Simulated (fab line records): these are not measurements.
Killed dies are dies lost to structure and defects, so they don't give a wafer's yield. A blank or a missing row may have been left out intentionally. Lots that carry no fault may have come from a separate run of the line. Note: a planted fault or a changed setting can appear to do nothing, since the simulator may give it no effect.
Shared-tool check || flow rit cmos || 42 wafers sampled across 14 lots

## THE REASON FOR OPENING IT
RIT_PWELL_TW_MEAS_10, reading PWELL_TW: flagged on 2 of 14 lots. Fault-free wafers read 956, with a standard deviation of 6.9.
Rule: a lot gets a flag if all its wafers with a number sit over 4 standard deviations from that mean, or if no wafer of it has a number. All remaining lots are regarded as sound.

{"lot": "L290", "measured": "day 2 04:41", "on": "film metro-04", "PWELL_TW, wafer by wafer": "948 944 947", "flag": ""}
{"lot": "L292", "measured": "day 2 13:33", "on": "film metro-04", "PWELL_TW, wafer by wafer": "944 944 944", "flag": ""}
{"lot": "L293", "measured": "day 2 19:49", "on": "film metro-02", "PWELL_TW, wafer by wafer": "963 975 964", "flag": ""}
{"lot": "L294", "measured": "day 3 00:29", "on": "film metro-04", "PWELL_TW, wafer by wafer": "956 951 950", "flag": ""}
{"lot": "L295", "measured": "day 3 07:22", "on": "film metro-01", "PWELL_TW, wafer by wafer": "962 962 962", "flag": ""}
{"lot": "L297", "measured": "day 3 15:07", "on": "film metro-02", "PWELL_TW, wafer by wafer": "962 964 964", "flag": ""}
{"lot": "L298", "measured": "day 3 19:21", "on": "film metro-04", "PWELL_TW, wafer by wafer": "1036 1035 1034", "flag": "FLAGGED"}
{"lot": "L301", "measured": "day 4 11:53", "on": "film metro-04", "PWELL_TW, wafer by wafer": "951 949 949", "flag": ""}
{"lot": "L303", "measured": "day 4 20:38", "on": "film metro-04", "PWELL_TW, wafer by wafer": "949 947 952", "flag": ""}
{"lot": "L304", "measured": "day 5 01:23", "on": "film metro-02", "PWELL_TW, wafer by wafer": "1051 1051 1050", "flag": "FLAGGED"}
{"lot": "L306", "measured": "day 5 12:58", "on": "film metro-02", "PWELL_TW, wafer by wafer": "965 960 968", "flag": ""}
{"lot": "L307", "measured": "day 5 17:36", "on": "film metro-02", "PWELL_TW, wafer by wafer": "957 966 959", "flag": ""}
{"lot": "L308", "measured": "day 5 21:23", "on": "film metro-01", "PWELL_TW, wafer by wafer": "957 958 949", "flag": ""}
{"lot": "L312", "measured": "day 6 20:20", "on": "film metro-02", "PWELL_TW, wafer by wafer": "959 955 963", "flag": ""}
On average the flagged lots' numbers are 1043, which is +87 against the usual, or +13 standard deviations.

## LOT BY LOT: THE TOOL USED
The record holds 1 process step before the reading, out of a route of 202 steps. Cell contents, in order: the tool; ch with the chambers the sampled wafers went through; the start.
{"lot": "L290", "flag": "", "RIT_PWELL_IMPLANT_08": "implanter-01 ch 0, day 2 04:21"}
{"lot": "L292", "flag": "", "RIT_PWELL_IMPLANT_08": "implanter-04 ch 0, day 2 13:13"}
{"lot": "L293", "flag": "", "RIT_PWELL_IMPLANT_08": "implanter-01 ch 0, day 2 19:29"}
{"lot": "L294", "flag": "", "RIT_PWELL_IMPLANT_08": "implanter-02 ch 0, day 3 00:09"}
{"lot": "L295", "flag": "", "RIT_PWELL_IMPLANT_08": "implanter-02 ch 0, day 3 07:02"}
{"lot": "L297", "flag": "", "RIT_PWELL_IMPLANT_08": "implanter-04 ch 0, day 3 14:47"}
{"lot": "L298", "flag": "FLAGGED", "RIT_PWELL_IMPLANT_08": "implanter-02 ch 0, day 3 19:02"}
{"lot": "L301", "flag": "", "RIT_PWELL_IMPLANT_08": "implanter-04 ch 0, day 4 11:35"}
{"lot": "L303", "flag": "", "RIT_PWELL_IMPLANT_08": "implanter-01 ch 0, day 4 20:20"}
{"lot": "L304", "flag": "FLAGGED", "RIT_PWELL_IMPLANT_08": "implanter-02 ch 0, day 5 01:04"}
{"lot": "L306", "flag": "", "RIT_PWELL_IMPLANT_08": "implanter-04 ch 0, day 5 12:34"}
{"lot": "L307", "flag": "", "RIT_PWELL_IMPLANT_08": "implanter-01 ch 0, day 5 17:17"}
{"lot": "L308", "flag": "", "RIT_PWELL_IMPLANT_08": "implanter-01 ch 0, day 5 21:05"}
{"lot": "L312", "flag": "", "RIT_PWELL_IMPLANT_08": "implanter-04 ch 0, day 6 20:01"}
What these steps do:
- RIT_PWELL_IMPLANT_08
- RIT_PWELL_TW_MEAS_10

## FLAGGED AGAINST TOTAL, ONE TOOL AT A TIME (gauges that did the reading follow at the end)
{"step": "RIT_PWELL_IMPLANT_08", "tool": "implanter-01", "lots run": 5, "flagged": 0, "share of the flagged lots": "none", "sound lots run after its first flagged lot": "-"}
{"step": "RIT_PWELL_IMPLANT_08", "tool": "implanter-02", "lots run": 4, "flagged": 2, "share of the flagged lots": "all", "sound lots run after its first flagged lot": 0}
{"step": "RIT_PWELL_IMPLANT_08", "tool": "implanter-04", "lots run": 5, "flagged": 0, "share of the flagged lots": "none", "sound lots run after its first flagged lot": "-"}
{"step": "RIT_PWELL_TW_MEAS_10", "tool": "film metro-01", "lots run": 2, "flagged": 0, "share of the flagged lots": "none", "sound lots run after its first flagged lot": "-"}
{"step": "RIT_PWELL_TW_MEAS_10", "tool": "film metro-02", "lots run": 6, "flagged": 1, "share of the flagged lots": "some", "sound lots run after its first flagged lot": "3 (L306,L307,L312)"}
{"step": "RIT_PWELL_TW_MEAS_10", "tool": "film metro-04", "lots run": 6, "flagged": 1, "share of the flagged lots": "some", "sound lots run after its first flagged lot": "2 (L301,L303)"}

## WHAT THE TABLE ALLOWS
In the table, 1 row covers all flagged lots: implanter-02 at RIT_PWELL_IMPLANT_08.
- implanter-02 at RIT_PWELL_IMPLANT_08: 2 of its 4 lots flagged. Last sound lot L295 at day 3 07:02, first flagged lot L298 at day 3 19:02; a fault beginning in between fits. Its own readings (dose ions cm2, faraday current uA) fall more than 4 standard deviations out on all wafers of the flagged lots.
Just one tool remains: implanter-02 at RIT_PWELL_IMPLANT_08.

## WHAT THE SIMULATOR HAD PUT IN
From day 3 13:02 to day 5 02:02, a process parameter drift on implanter-02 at RIT_PWELL_IMPLANT_08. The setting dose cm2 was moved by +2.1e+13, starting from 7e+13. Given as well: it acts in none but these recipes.
Shown lots that were struck: L298, L304. The rule above found the same.
